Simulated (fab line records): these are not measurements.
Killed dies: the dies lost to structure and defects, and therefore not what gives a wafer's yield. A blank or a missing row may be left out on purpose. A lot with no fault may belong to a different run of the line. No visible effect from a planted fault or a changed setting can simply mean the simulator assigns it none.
Problem report in the 8D (eight disciplines) form, filled by code -- flow berkeley cmos170 -- the parts of the form that need people (team, actions taken, sign-off) are left out

== 1. PROBLEM STATEMENT ==
o2 flow sccm at UCB170_V2_STRIP_15 reads a mean of 200.8 sccm on 6 wafers of 2 lots; wafers without a fault read 400.0 sccm with a standard deviation of 1.2. So: -99 or more standard deviations from the usual mean.
The step: strips in O2.
The first sign was on wafer L627.1 at day 9 09:59, on plasma asher-03. The record holds 42 wafers of 14 lots with a number at this step. The rule behind "out" and "out of limits": a value lying over 4 standard deviations away from the usual mean. All remaining wafers that have a number are taken as sound.

== 2. WHAT IT IS, AND WHAT IT ISN'T ==
question,is,is not
which readings at this step,"o2 flow sccm, oes product au, strip time to endpoint s",drypump motor current A
which lots,"L627, L628","L619, L620, L621, L622, L623, L625, L626, L632, L636, L638, L639, L640"
which wafers of those lots,all that have a number,-
read on which tools,plasma asher-03,"plasma asher-01, plasma asher-02"
when,from day 9 09:59,"up to then (18 sound wafers); but 18 sound wafers of L626, L632, L636, L638, L639, L640 came after"

== 3. WHAT RULES OUT EACH SUSPECT ==
Counting: a tool at any process step up to the reading remains a suspect when it ran all the lots that are out and ran no sound lot after the first of those.
- plasma asher-03 at UCB170_V2_STRIP_15 (strips in O2): ruled out as a lasting fault. The sound lots L640 went through it after L627, its earliest lot that is out (day 9 09:59).
Left after counting: nothing in the record.

== 4. THE CAUSE (what the simulator had put in) ==
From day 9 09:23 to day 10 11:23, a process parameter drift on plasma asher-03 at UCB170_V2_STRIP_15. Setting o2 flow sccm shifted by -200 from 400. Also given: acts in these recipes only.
Counting ruled it out, wrongly.

== 5. SEQUENCE OF EFFECTS, ordered by route ==
One row per reading whose mean, taken over the struck wafers that have a number, lies over 3 standard deviations from the usual. Readings are gone through only where the record gives a usual standard deviation; hours: the median, over the lots, of the time from a lot's start at the first step in this table giving one to that lot's start at this step; sigmas: the change measured in usual standard deviations.
hours,step,reading,usual,on struck wafers,change,sigmas
0,UCB170_V2_STRIP_15,o2 flow sccm,400.0 sccm,200.8,-199.2,-99 or more
0,UCB170_V2_STRIP_15,oes product au,0.722 a.u.,0.662,-0.060,-14
0,UCB170_V2_STRIP_15,strip time to endpoint s,15.33 s,17.46,+2.13,+21
Its process steps:
- UCB170_V2_STRIP_15: strips in O2.
At these later measuring or inspecting steps, every struck wafer for which the step has a row has a number for every such reading, and none has moved that far: UCB170_M3_CD_MEAS_15.

== 6. WHAT WOULD HAVE CAUGHT IT SOONER ==
In this record the first reading out of limits was taken at day 9 09:59, 1 hour after the fault began at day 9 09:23.
